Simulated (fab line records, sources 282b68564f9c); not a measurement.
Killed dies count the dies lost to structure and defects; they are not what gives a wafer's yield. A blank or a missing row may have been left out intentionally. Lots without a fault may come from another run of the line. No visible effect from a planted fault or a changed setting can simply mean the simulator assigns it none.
The tool behind it: which one?    flow rit_cmos    14 lots with 42 wafers sampled at 3 steps, on a route of 202 steps

## WHAT EACH GAUGE READ, for each wafer
RIT_CONTACT_CD_MEAS_08: the cd target is 1000 nm. Usual: cd_nm reads 999.8 nm (standard deviation 2.5).
lot   measured     on         cd_nm (nm)            flag
L113  day 4 04:08  cd_sem-02  995.8 996.4 995.6     
L116  day 4 23:39  cd_sem-01  998.8 1000.1 998.6    
L117  day 5 05:32  cd_sem-02  1001.1 1000.2 1001.6  
L118  day 5 05:55  cd_sem-01  1002.1 999.0 998.3    
L119  day 6 00:21  cd_sem-01  998.1 996.3 999.1     
L120  day 6 00:43  cd_sem-01  1005.4 1004.3 1004.5  
L123  day 6 09:28  cd_sem-01  1004.4 1004.2 1002.9  
L125  day 6 14:30  cd_sem-02  1002.6 1001.3 1001.6  
L124  day 6 14:42  cd_sem-01  1003.2 1002.3 1004.9  
L126  day 6 17:37  cd_sem-02  998.6 998.4 999.2     
L127  day 6 18:48  cd_sem-02  1001.9 1002.9 1002.6  
L133  day 7 17:11  cd_sem-01  999.4 997.4 997.6     
L134  day 7 22:29  cd_sem-01  998.1 1000.6 999.8    
L135  day 8 04:41  cd_sem-02  998.6 1000.8 997.9    

RIT_CONTACT_CD_MEAS_90: the cd target is 1000 nm. Usual: cd_nm reads 999.7 nm (standard deviation 2.5).
lot   measured     on         cd_nm (nm)            flag
L113  day 4 04:49  cd_sem-01  995.9 995.6 994.9     
L116  day 5 00:37  cd_sem-02  998.5 999.8 999.2     
L117  day 5 06:13  cd_sem-02  1000.3 1000.4 1000.8  
L118  day 5 06:35  cd_sem-01  1002.1 998.5 998.3    
L119  day 6 01:01  cd_sem-02  997.8 996.4 998.7     
L120  day 6 01:35  cd_sem-01  1005.7 1004.5 1004.6  
L123  day 6 10:09  cd_sem-01  1004.0 1004.4 1002.5  
L125  day 6 15:17  cd_sem-02  1003.9 1002.7 1002.5  
L124  day 6 15:25  cd_sem-01  1003.4 1002.2 1004.0  
L126  day 6 18:34  cd_sem-01  997.5 998.3 999.6     
L127  day 6 19:28  cd_sem-01  1003.3 1004.8 1004.3  
L133  day 7 17:51  cd_sem-01  999.3 997.4 996.8     
L134  day 7 23:10  cd_sem-02  998.6 1000.3 999.7    
L135  day 8 05:22  cd_sem-01  998.1 1001.2 997.0    

## TOOL THAT RAN EACH LOT (tool first, then ch and the chambers of the sampled wafers, then the start)
lot   RIT_CONTACT_ETCH_11
L113  rie_diel-01 ch 1,2,3, day 4 04:26
L116  rie_diel-04 ch 0,1,2, day 5 00:15
L117  rie_diel-01 ch 0,1,3, day 5 05:47
L118  rie_diel-04 ch 0,1,3, day 5 06:09
L119  rie_diel-01 ch 0,1,3, day 6 00:39
L120  rie_diel-02 ch 0,1, day 6 01:13
L123  rie_diel-02 ch 0,1,3, day 6 09:46
L125  rie_diel-02 ch 1,2,3, day 6 14:53
L124  rie_diel-04 ch 1,2,3, day 6 15:02
L126  rie_diel-01 ch 0,1, day 6 18:11
L127  rie_diel-02 ch 2,3, day 6 19:06
L133  rie_diel-01 ch 0,3, day 7 17:29
L134  rie_diel-04 ch 0,1, day 7 22:46
L135  rie_diel-04 ch 0,2, day 8 05:00
- RIT_CONTACT_ETCH_11: etches SiO2 in CHF3/CF4/Ar, stops on TiSi2, target depth 480 nm, time 320 s.

## AS READ BY THE TOOLS THEMSELVES (means over the sampled wafers that have a number; for cases with no such wafer, the mark the record gives instead)
RIT_CONTACT_ETCH_11. Usual: drypump_motor_current_A 5.9 A, standard deviation 0.48; oes_product_au 0.984 a.u., standard deviation 0.016; run_length_s 348.3 s, standard deviation 0.37; throttle_valve_pct 8.89 %, standard deviation 0.13.
lot   tool         drypump_motor_current_A (A)  oes_product_au (a.u.)  run_length_s (s)  throttle_valve_pct (%)  flag
L113  rie_diel-01  5.8                          0.973                  348.2             8.91                    
L116  rie_diel-04  6.0                          0.984                  347.9             8.97                    
L117  rie_diel-01  5.5                          0.975                  348.3             8.80                    
L118  rie_diel-04  5.9                          0.974                  348.2             8.98                    
L119  rie_diel-01  5.5                          0.978                  348.5             8.80                    
L120  rie_diel-02  5.6                          1.005                  348.5             8.77                    
L123  rie_diel-02  5.9                          1.002                  348.6             8.87                    
L125  rie_diel-02  6.0                          0.991                  476.5             8.87                    OFF
L124  rie_diel-04  5.8                          0.978                  348.1             8.92                    
L126  rie_diel-01  5.2                          0.970                  348.4             8.83                    
L127  rie_diel-02  6.3                          1.002                  476.5             8.83                    OFF
L133  rie_diel-01  5.8                          0.986                  348.3             8.72                    
L134  rie_diel-04  6.1                          0.984                  348.1             9.04                    
L135  rie_diel-04  6.1                          0.984                  347.8             9.01                    

## THE ANSWER, worked out from the rows above alone
Rule: take the mean of a lot's wafers that have a number; if it is more than 3 standard deviations from the usual mean, the lot is off. A lot without any number at a reading at which 4 lots or more have one is off too. Where the step has rows for the other lots, those lots are counted as sound. Order of review: gauges by route order, followed by the tools' own readings, for which a lot's mean as printed above is used. At the first step where some lot is off, the reading lying furthest off is the one used; lots without a number count as furthest.
Off: L125, L127 (RIT_CONTACT_ETCH_11, run_length_s).
If a tool, at that step or one of the process steps before it, ran each lot that is off and ran no sound lot following the first of them, it fits. One fits: rie_diel-02 at RIT_CONTACT_ETCH_11. Its last sound lot is L123 (day 6 09:46), its first lot that is off L125 (day 6 14:53): a fault that began between those two fits.
The tool's own readings at RIT_CONTACT_ETCH_11 bear it out: on the lots that are off they differ by more than 5 times the standard deviation of the sound lots' means. run_length_s reads 476.5 s there against 348.2 s on the sound lots.

## WHAT WAS PUT IN BY THE SIMULATOR
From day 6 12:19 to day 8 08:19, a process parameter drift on rie_diel-02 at RIT_CONTACT_ETCH_11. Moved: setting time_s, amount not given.
Lots struck among those shown: L125, L127. The rule given above showed the same thing.
